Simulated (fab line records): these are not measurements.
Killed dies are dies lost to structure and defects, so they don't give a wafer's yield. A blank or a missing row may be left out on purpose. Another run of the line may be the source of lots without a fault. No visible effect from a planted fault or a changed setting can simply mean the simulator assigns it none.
Comparing a struck lot with a sound one    flow berkeley_cmos170    15 out of 331 route steps
Sound: these wafers, L471.1, L471.4, L471.6. Wafers L472.1, L472.2, L472.3 were the ones struck. Last of all comes the cause.
Order at every step that has rows: each side's tool, ch and its chambers, its first start. Under that, the readings that differ: sound wafers    struck wafers    difference of the means    sigmas: that difference in standard deviations of wafers without a fault.
alike: a reading whose means differ by less than 2 such deviations, as well as words and numbers matching on both sides. not compared: withheld readings; readings where some wafer has no value; bounds like >300 that might hide an equal value; numbers whose values overlap and for which the record gives no deviation.
A row with sigmas, a row that says differs or no value, or rows on one side alone: a step with any of these is where the two part. Numbers that don't overlap but have no deviation are shown without sigmas and don't part them. A reading missing from all wafers of one side parts the sides only when that side holds two or more wafers.

UCB170_PWELL_ETCH_14: etches Si3N4 in CH3F/Ar/O2, stops on SiO2, target depth 242 nm, time 153.4 s.
  sound on rie_diel-04 ch 1,3, day 6 21:10; struck on rie_diel-03 ch 1,2,3, day 7 07:26
  alike: drypump_motor_current_A, mfc_ar_sccm, oes_product_au, throttle_valve_pct
  not compared: rf_hours_counter_h
after that, 1 step had no rows for these wafers: UCB170_PWELL_IMPLANT_15.
UCB170_PWELL_STRIP_16: strips in O2.
  sound on plasma_asher-04 ch 1, day 6 21:25; struck on plasma_asher-04 ch 0,1, day 7 07:41
  alike: drypump_motor_current_A, oes_product_au, strip_time_to_endpoint_s
  not compared: rf_hours_counter_h
UCB170_PWELL_TW_MEAS_17:
  struck on film_metro-03, day 7 07:47; sound on film_metro-04, day 6 21:31
  alike: PWELL_TW
then, 5 steps without rows for these wafers: UCB170_PWELL_CLEAN_18 (cleans in SPM, time 600 s); UCB170_PWELL_WET_ETCH_19 (etches Si3N4 in H3PO4, time 14400 s); UCB170_PWELL_WET_ETCH_20 (etches SiO2 in BOE, time 22 s); UCB170_WELLDRIVE_CLEAN_00 (cleans in SPM, time 600 s); UCB170_WELLDRIVE_OXIDATION_01 (target thk 199 nm, ox time 9000 s).
UCB170_WELLDRIVE_THK_MEAS_02:
  struck on film_metro-01, day 7 19:42; sound on film_metro-04, day 7 08:46
  alike: WELLDRIVE_OXIDE_THK
then, 2 steps without rows for these wafers: UCB170_WELLDRIVE_ANNEAL_03 (time 900 s); UCB170_WELLDRIVE_WET_ETCH_04 (etches SiO2 in BOE, time 120 s).
UCB170_ACTIVE_CLEAN_00: cleans in SPM, time 600 s.
  sound on wet_bench-04 ch 0, day 7 12:53; struck on wet_bench-04 ch 0, day 8 03:44
  no value came back on the struck wafers for bath_guard_temp_C (C), bath_heat_duty_pct (%); on the sound wafers bath_guard_temp_C (C) reads 120.6 120.8 120.5
then, 2 steps without rows for these wafers: UCB170_ACTIVE_CLEAN_01 (cleans in dHF, time 60 s); UCB170_M3_PROBE_99.

== WHERE THEY PART ==
UCB170_ACTIVE_CLEAN_00 only, going by this record.

WHY: what had been put in by the simulator
At UCB170_ACTIVE_CLEAN_00, the step was skipped entirely on wet_bench-04 from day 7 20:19 on. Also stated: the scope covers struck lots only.
